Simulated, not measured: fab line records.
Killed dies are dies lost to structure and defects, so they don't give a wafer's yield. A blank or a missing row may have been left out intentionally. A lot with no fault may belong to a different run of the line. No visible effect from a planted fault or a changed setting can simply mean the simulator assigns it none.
A struck lot beside a sound one :: flow berkeley-cmos170 :: 15 steps out of a route of 331
Sound: the wafers L953.1, L953.4, L953.5. Wafers L960.1, L960.2, L960.5 were the ones struck. At the end, the cause is stated.
Each step with rows lists, per side, the tool, then ch with its chambers, then its first start. Under that, the readings that differ: sound wafers :: struck wafers :: difference of the means :: sigmas: that difference in standard deviations of wafers without a fault.
alike: same words and numbers on both sides, and readings whose means sit less than 2 such deviations apart. not compared: any withheld reading, any reading some wafer has no value for, any bound like >300 that may hide the same value, and any number with overlapping values for which the record gives no deviation.
The two part at a step that has a row with sigmas, a row that says differs or no value, or rows on one side only. When numbers do not overlap yet have no deviation, they are printed without sigmas and do not part them. A reading that every wafer of one side lacks parts them only if that side has two wafers or more.

UCB170_NVT_TW_MEAS_09:
  sound on film-metro-02, day 5 11:28; struck on film-metro-04, day 7 03:05
  alike: NVT_TW
then, 7 steps without rows for these wafers: UCB170_NVT_CLEAN_10 (cleans in SPM, time 600 s); UCB170_PVT_HMDS_00 (prime time 60 s); UCB170_PVT_COAT_01 (resist thk 900 nm); UCB170_PVT_SOFTBAKE_02 (time 60 s); UCB170_PVT_EXPOSE_03 (exposes mask NWELL, target cd 3000 nm); UCB170_PVT_PEB_04; UCB170_PVT_DEVELOP_05 (develop time 45 s).
UCB170_PVT_OVL_MEAS_06:
  sound on overlay-02, day 5 13:38; struck on overlay-01, day 7 04:40
  alike: PVT_OVL
next, for these wafers, 1 step has no rows: UCB170_PVT_IMPLANT_07.
UCB170_PVT_STRIP_08: strips in O2.
  sound on plasma-asher-01 ch 0,1, day 5 13:49; struck on plasma-asher-03 ch 0,1, day 7 04:52
  alike: chamber-pressure-mTorr, drypump-motor-current-A, oes-product-au, strip-time-to-endpoint-s
  not compared: rf-hours-counter-h
UCB170_PVT_TW_MEAS_09:
  sound on film-metro-03, day 5 13:55; struck on film-metro-03, day 7 04:58
  alike: PVT_TW
UCB170_GATE_WET_ETCH_00: etches SiO2 in dHF, time 200 s.
  sound on wet-bench-04 ch 2, day 5 14:14; struck on wet-bench-04 ch 3, day 7 05:01
  no value came back on the struck wafers for bath-heat-duty-pct (%), run-length-s (s); on the sound wafers bath-heat-duty-pct (%) reads 5.2 6.0 5.3
reading: model.SiO2_of_SCREENOX_OXIDATION_01.thk-nm (nm)
sound: 0 0 0
struck: 14.58 14.46 14.19
difference: +14.41
sigmas: 
UCB170_FIELD_THK_MEAS_91:
  sound on film-metro-02, day 5 14:22; struck on film-metro-04, day 7 05:05
reading: FIELD_OXIDE_LEFT_2_THK (nm)
sound: 352 354 345
struck: 389 400 391
difference: +43
sigmas: +4
then, 1 step without rows for these wafers: UCB170_GATE_OXIDATION_01 (target thk 6.6 nm, ox time 1800 s).

== WHERE THEY PART ==
Earliest at UCB170_GATE_WET_ETCH_00; latest, in this record, at UCB170_FIELD_THK_MEAS_91.

WHY: the cause the simulator had injected
At UCB170_GATE_WET_ETCH_00, the step was skipped entirely on wet-bench-04 from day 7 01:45 on. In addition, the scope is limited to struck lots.
